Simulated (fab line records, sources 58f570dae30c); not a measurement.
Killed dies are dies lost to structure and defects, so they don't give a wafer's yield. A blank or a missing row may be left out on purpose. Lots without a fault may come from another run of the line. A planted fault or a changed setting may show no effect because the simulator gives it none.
Split-lot experiment | flow berkeley_cmos170 | 5 lots, 23 wafers read, on a route of 331 steps

THE SPLIT
At UCB170_V2_COAT_07 (resist thk 900 nm), the setting spin_rpm was moved away from the recipe's 1500 rpm on 9 of the 23 wafers read, by -6.0% to +7.5%. The other wafers ran this setting at the recipe's value.

FROM THE SPLIT TO THE READING: what the file shows between them, 2 steps
- UCB170_V2_SOFTBAKE_08: time 60 s
- UCB170_V2_EXPOSE_09: exposes mask VIA2, target cd 700 nm

THE READING
KrF_of_V2_COAT_07.thk_nm (the simulator's own value, which no gauge read), in nm, at UCB170_V2_ETCH_14 (etches SiO2 in CHF3/CF4/Ar, stops on Al, target depth 1250 nm, time 291 s). The file gives no usual value for it. The 14 wafers here that ran the recipe average 603.8 nm, standard deviation 7.6 nm.

wafer  | tool, chamber at the split | spin_rpm as run, rpm | against the recipe | KrF_of_V2_COAT_07.thk_nm, nm | against lot-mates on the recipe
L074.1 | litho_track-01, 0          | 1410                 | -6.0%              | 626.6                        | +25.2
L074.2 | litho_track-01, 0          | 1410                 | -6.0%              | 642                          | +40.6
L074.3 | litho_track-01, 0          | 1500                 | recipe             | 598.6                        | -
L074.4 | litho_track-01, 0          | 1500                 | recipe             | 609                          | -
L074.6 | litho_track-01, 0          | 1500                 | recipe             | 596.5                        | -
L076.1 | litho_track-02, 0          | 1612                 | +7.5%              | 573.9                        | -34.0
L076.2 | litho_track-02, 0          | 1500                 | recipe             | 618.9                        | -
L076.3 | litho_track-02, 0          | 1612                 | +7.5%              | 572.5                        | -35.4
L076.4 | litho_track-02, 0          | 1500                 | recipe             | 599                          | -
L076.5 | litho_track-02, 0          | 1500                 | recipe             | 605.8                        | -
L075.1 | litho_track-01, 0          | 1500                 | recipe             | 600.3                        | -
L075.2 | litho_track-01, 0          | 1500                 | recipe             | 598.8                        | -
L075.4 | litho_track-01, 0          | 1500                 | recipe             | 606.7                        | -
L077.1 | litho_track-01, 0          | 1500                 | recipe             | 606.1                        | -
L077.3 | litho_track-01, 0          | 1500                 | recipe             | 599.3                        | -
L077.4 | litho_track-01, 0          | 1587                 | +5.8%              | 592.8                        | -15.5
L077.5 | litho_track-01, 0          | 1587                 | +5.8%              | 588                          | -20.3
L077.6 | litho_track-01, 0          | 1500                 | recipe             | 619.6                        | -
L079.1 | litho_track-02, 0          | 1500                 | recipe             | 601.8                        | -
L079.2 | litho_track-02, 0          | 1551                 | +3.4%              | 597                          | -0.3
L079.4 | litho_track-02, 0          | 1551                 | +3.4%              | 588.5                        | -8.8
L079.5 | litho_track-02, 0          | 1500                 | recipe             | 592.9                        | -
L079.6 | litho_track-02, 0          | 1551                 | +3.4%              | 588.4                        | -8.9

THE FIT
A straight line over all 23 wafers: KrF_of_V2_COAT_07.thk_nm changes by -4 nm for each +1% of spin_rpm; r = -0.88; the points scatter about the line by 7.6 nm.
The same after taking each lot's own level away (the mean of its wafers on the recipe; 23 wafers): -4.33 nm for each +1%; r = -0.90; scatter 7.2 nm.
On that fit, the largest move of spin_rpm shifts the reading by 32 nm.
The lots' own levels span 597.35 to 608.33 nm, that is 1.4 times the standard deviation above.
So the lot-to-lot level changes the slope little: the two slopes agree.
Check: with one of the wafers moved furthest among these (+7.5%) left out of the fit, the line predicts -29.2 nm for it against its lot-mates. It came out at -34 nm against them.

OTHER SPLITS ON THESE WAFERS
These wafers also went through other splits before the reading. Each is held against what the fit with the lots' levels taken away leaves over:
other split on the same wafers       | wafers away from the commonest value | r with KrF_of_V2_COAT_07.thk_nm (lot level and that fit taken away)
UCB170_NSD_IMPLANT_08 dose_cm2       | 9                                    | +0.37
UCB170_CONTACT_CVD_01 time_s         | 18                                   | +0.15
UCB170_CONTACT_COAT_10 resist_thk_nm | 9                                    | +0.07

THE WHOLE CHAIN: every reading that the file lists as answering this split, in the file's order
step               | what it does                                                              | reading                                                                   | change (the file's fit)              | r (the file's)
UCB170_V2_COAT_07  | resist thk 900 nm                                                         | KrF_of_V2_COAT_07.thk_nm (the simulator's own value, which no gauge read) | -4.36 nm for each +1% of the setting | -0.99
UCB170_V2_ETCH_14  | etches SiO2 in CHF3/CF4/Ar, stops on Al, target depth 1250 nm, time 291 s | KrF_of_V2_COAT_07.thk_nm (the simulator's own value, which no gauge read) | -4.24 nm for each +1% of the setting | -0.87
UCB170_V2_STRIP_15 | strips in O2                                                              | strip_time_to_endpoint_s                                                  | withheld for each +1% of the setting | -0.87

THE FILE'S OWN FIT
KrF_of_V2_COAT_07.thk_nm changes by -4.24 nm for each +1% of spin_rpm, r = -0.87.
